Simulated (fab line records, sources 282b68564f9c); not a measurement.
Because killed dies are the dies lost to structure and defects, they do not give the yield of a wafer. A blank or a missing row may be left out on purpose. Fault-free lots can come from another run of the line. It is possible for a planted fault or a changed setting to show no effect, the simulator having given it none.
Which tool was responsible? | flow rit_cmos | 39 wafers from 13 lots sampled at 2 of the route's 202 steps

## WHAT THE GAUGES SHOWED, per wafer
RIT_GATE_CD_MEAS_16: target cd 150 nm. Usual: cd_nm 149.4 nm, standard deviation 2.5.
lot  | measured    | on        | cd_nm (nm)        | flag
L248 | day 2 14:55 | cd_sem-02 | 147.3 145.8 144.6 |
L249 | day 2 22:02 | cd_sem-02 | 149.5 152.2 152.4 |
L250 | day 3 01:21 | cd_sem-01 | 150.6 149.5 147.6 |
L251 | day 3 06:20 | cd_sem-01 | 146.5 145.8 145.1 |
L252 | day 3 14:46 | cd_sem-01 | 146.6 147.5 149.4 |
L254 | day 4 01:22 | cd_sem-02 | 162.0 161.4 161.7 | OFF
L256 | day 4 09:32 | cd_sem-02 | 152.8 152.6 150.3 |
L259 | day 4 23:00 | cd_sem-02 | 150.1 147.9 148.4 |
L262 | day 5 15:35 | cd_sem-02 | 153.1 150.0 151.9 |
L264 | day 6 00:16 | cd_sem-02 | 152.7 151.2 151.5 |
L267 | day 6 15:02 | cd_sem-02 | 149.9 147.4 149.1 |
L269 | day 6 22:47 | cd_sem-01 | 150.4 150.4 150.9 |
L271 | day 7 09:04 | cd_sem-02 | 146.9 146.4 148.3 |

## WHAT TOOL EACH LOT RAN ON (gives the tool, then ch and the chambers of the sampled wafers, and finally the start)
lot  | RIT_GATE_EXPOSE_13
L248 | iline_stepper-01 ch 0, day 2 14:31
L249 | iline_stepper-01 ch 0, day 2 21:38
L250 | iline_stepper-01 ch 0, day 3 00:57
L251 | iline_stepper-02 ch 0, day 3 05:56
L252 | iline_stepper-02 ch 0, day 3 14:22
L254 | iline_stepper-02 ch 0, day 4 00:58
L256 | iline_stepper-01 ch 0, day 4 09:02
L259 | iline_stepper-02 ch 0, day 4 22:36
L262 | iline_stepper-02 ch 0, day 5 15:11
L264 | iline_stepper-02 ch 0, day 5 23:52
L267 | iline_stepper-01 ch 0, day 6 14:38
L269 | iline_stepper-02 ch 0, day 6 22:23
L271 | iline_stepper-02 ch 0, day 7 08:40
- RIT_GATE_EXPOSE_13: exposes mask M6, target cd 150 nm.

## AS READ BY THE TOOLS THEMSELVES (means over the sampled wafers that have a number; for cases with no such wafer, the mark the record gives instead)
The record holds no such reading with a usual standard deviation.

## THE ANSWER, worked out from the rows above alone
Rule: take the mean of a lot's wafers that have a number; if it is more than 3 standard deviations from the usual mean, the lot is off. Also off: a lot with no number at a reading for which 4 or more lots have one. The other lots that the step has rows for count as sound. After the gauges, taken in route order, come the tools' own readings; for these a lot's mean is taken, as printed above. The first step at which some lot is off is used, and at that step the reading that is off furthest; a lot without a number counts as furthest.
Off at RIT_GATE_CD_MEAS_16 (cd_nm): L254.
A tool fits if, at a process step before that reading, it ran every lot that is off, and no sound lot after the first of them. The gauges at RIT_GATE_CD_MEAS_16 are tried like those tools. Not one of the candidates tried fits.

## WHAT THE SIMULATOR HAD INSERTED
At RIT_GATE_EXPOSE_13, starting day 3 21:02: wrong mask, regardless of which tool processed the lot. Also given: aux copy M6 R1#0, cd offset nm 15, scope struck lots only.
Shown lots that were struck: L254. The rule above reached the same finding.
